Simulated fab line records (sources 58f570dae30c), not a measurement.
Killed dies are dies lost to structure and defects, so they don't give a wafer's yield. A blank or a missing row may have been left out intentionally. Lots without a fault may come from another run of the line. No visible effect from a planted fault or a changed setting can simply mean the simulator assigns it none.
Which tool is to blame? + flow berkeley-cmos170 + Sampling: 7 lots, 21 wafers, 3 of 331 route steps

== WHAT THE GAUGES READ, wafer by wafer ==
UCB170_V1_THK_MEAS_01.
| lot  | measured     | on            | V1_TEOS_THK (nm) |
|------|--------------|---------------|------------------|
| L660 | day 7 13:19  | film-metro-01 | 1954 1958 2033   |
| L663 | day 8 19:21  | film-metro-02 | 1983 2017 2002   |
| L667 | day 9 07:18  | film-metro-04 | 2010 2011 2028   |
| L670 | day 9 21:02  | film-metro-04 | 1994 2019 1983   |
| L671 | day 10 00:34 | film-metro-04 | 1957 1983 2043   |
| L679 | day 11 18:54 | film-metro-04 | 1978 2005 2026   |
| L680 | day 12 01:49 | film-metro-01 | 1970 1973 1961   |

== WHICH TOOL RAN EACH LOT (tool, then ch and the chambers of the sampled wafers, then the start) ==
| lot  | UCB170_BACKSIDE_STRIP_03             | UCB170_M1_ETCH_11                  |
|------|--------------------------------------|------------------------------------|
| L660 | plasma-asher-02 ch 0, day 6 22:59    | rie-diel-03 ch 0,3, day 7 07:09    |
| L663 | plasma-asher-02 ch 0,1, day 8 02:47  | rie-diel-04 ch 0,3, day 8 14:35    |
| L667 | plasma-asher-03 ch 0,1, day 8 15:41  | rie-diel-04 ch 0,2, day 9 00:48    |
| L670 | plasma-asher-04 ch 0,1, day 9 06:49  | rie-diel-03 ch 1,2,3, day 9 15:53  |
| L671 | plasma-asher-04 ch 0,1, day 9 13:26  | rie-diel-03 ch 0,2,3, day 9 21:30  |
| L679 | plasma-asher-04 ch 0,1, day 11 04:56 | rie-diel-01 ch 0,1,2, day 11 15:05 |
| L680 | plasma-asher-04 ch 0,1, day 11 13:28 | rie-diel-04 ch 0,1,2, day 11 21:35 |
- UCB170_BACKSIDE_STRIP_03: strips in O2.
- UCB170_M1_ETCH_11: etches BARC in N2/H2.

== THE ANSWER, worked out from the rows above alone ==
Rule: the usual values come from the lots themselves. The widest of any qualifying gaps counts: lots, ordered by their means at a reading, are off when they make up no more than a third of the lots, leave a main group of 4 or more, and stand apart from it by 3 or more times the standard deviation of that group's means. If all means in a main group match to the digits the tables above print for the reading, that group is not used. Also off: a lot with no number at a reading for which 4 or more lots have one. Where the step has rows for the other lots, those lots are counted as sound.
No lot is off on any of the readings shown, so nothing can be concluded from this.

== WHAT WAS PUT IN BY THE SIMULATOR ==
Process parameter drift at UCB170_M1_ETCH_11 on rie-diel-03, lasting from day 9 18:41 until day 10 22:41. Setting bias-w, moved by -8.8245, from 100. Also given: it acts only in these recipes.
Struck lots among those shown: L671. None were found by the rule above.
